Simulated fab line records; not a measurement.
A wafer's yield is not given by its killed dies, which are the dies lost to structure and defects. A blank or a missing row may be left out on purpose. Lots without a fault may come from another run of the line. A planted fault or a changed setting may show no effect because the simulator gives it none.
Split-lot experiment -- flow rit_cmos -- 23 wafers read from 5 lots, route of 202 steps

== ABOUT THE SPLIT ==
At RIT_PWELL_IMPLANT_08, the setting energy_kev was moved away from the recipe's 170 on 10 of the 23 wafers read, by -5.8% to +2.5%. All remaining wafers had this setting at the recipe value.

Reading taken at the split's own step.

== THE READING ==
implant.drp_nm (the simulator's own value, which no gauge read), in nm, at RIT_PWELL_IMPLANT_08. No usual value for it is given in the file.

wafer,"tool, chamber at the split",energy_kev as run,against the recipe,"implant.drp_nm, nm",against lot-mates on the recipe
L075.1,"implanter-02, 0",170,recipe,102.9,-
L075.4,"implanter-02, 0",170,recipe,102.9,-
L075.2,"implanter-02, 0",161.9,-4.8%,101.1,-1.8
L075.5,"implanter-02, 0",161.9,-4.8%,101.1,-1.8
L075.6,"implanter-02, 0",161.9,-4.8%,101.1,-1.8
L076.1,"implanter-03, 0",165.2,-2.8%,101.9,-1.0
L076.4,"implanter-03, 0",165.2,-2.8%,101.9,-1.0
L076.3,"implanter-03, 0",170,recipe,102.9,-
L076.5,"implanter-03, 0",170,recipe,102.9,-
L076.6,"implanter-03, 0",170,recipe,102.9,-
L078.2,"implanter-01, 0",160.2,-5.8%,100.7,-2.2
L078.4,"implanter-01, 0",160.2,-5.8%,100.7,-2.2
L078.6,"implanter-01, 0",160.2,-5.8%,100.7,-2.2
L078.3,"implanter-01, 0",170,recipe,102.9,-
L078.5,"implanter-01, 0",170,recipe,102.9,-
L082.1,"implanter-02, 0",170,recipe,102.9,-
L082.2,"implanter-02, 0",170,recipe,102.9,-
L082.6,"implanter-02, 0",170,recipe,102.9,-
L083.1,"implanter-01, 0",174.3,+2.5%,103.6,+0.7
L083.6,"implanter-01, 0",174.3,+2.5%,103.6,+0.7
L083.2,"implanter-01, 0",170,recipe,102.9,-
L083.3,"implanter-01, 0",170,recipe,102.9,-
L083.5,"implanter-01, 0",170,recipe,102.9,-

FIT RESULTS
A straight line over all 23 wafers: implant.drp_nm changes by +0.365 nm for each +1% of energy_kev; r = +1.00; the points scatter about the line by 0.072 nm.
The same after taking each lot's own level away (the mean of its wafers on the recipe; 23 wafers): +0.365 nm for each +1%; r = +1.00; scatter 0.072 nm.
Per that fit: largest energy_kev move, reading shift of 2.1 nm.
The lots' own levels span 102.90 to 102.90 nm.
Hence the lot-to-lot level has little effect on the slope; both slopes agree.
Check: -2.13 nm against its lot-mates is what the line predicts for one of the wafers moved furthest among these (-5.8%) when that wafer is left out of the fit. It came out at -2.2 nm against them.

== OTHER SPLITS ON THESE WAFERS ==
Other splits were also applied to these wafers ahead of the reading. Each is held against what the fit with the lots' levels taken away leaves over:
other split on the same wafers,wafers away from the commonest value,r with implant.drp_nm (lot level and that fit taken away)
RIT_ACTIVE_CVD_03 pressure_mtorr,15,-0.43
RIT_ACTIVE_COAT_06 spin_rpm,6,+0.21
RIT_NWELL_COAT_01 spin_rpm,9,-0.20
RIT_PWELL_COAT_01 resist_thk_nm,6,-0.29

== THE WHOLE CHAIN: every reading that the file lists as answering this split, in the file's order ==
step,what it does,reading,change (the file's fit),r (the file's)
RIT_PWELL_IMPLANT_08,,"implant.rp_nm (the simulator's own value, which no gauge read)",+3.64 nm for each +1% of the setting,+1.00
RIT_PWELL_IMPLANT_08,,"implant.drp_nm (the simulator's own value, which no gauge read)",+0.37 nm for each +1% of the setting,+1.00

== THE FILE'S OWN FIT ==
implant.drp_nm changes by +0.37 nm for each +1% of energy_kev, r = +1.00.
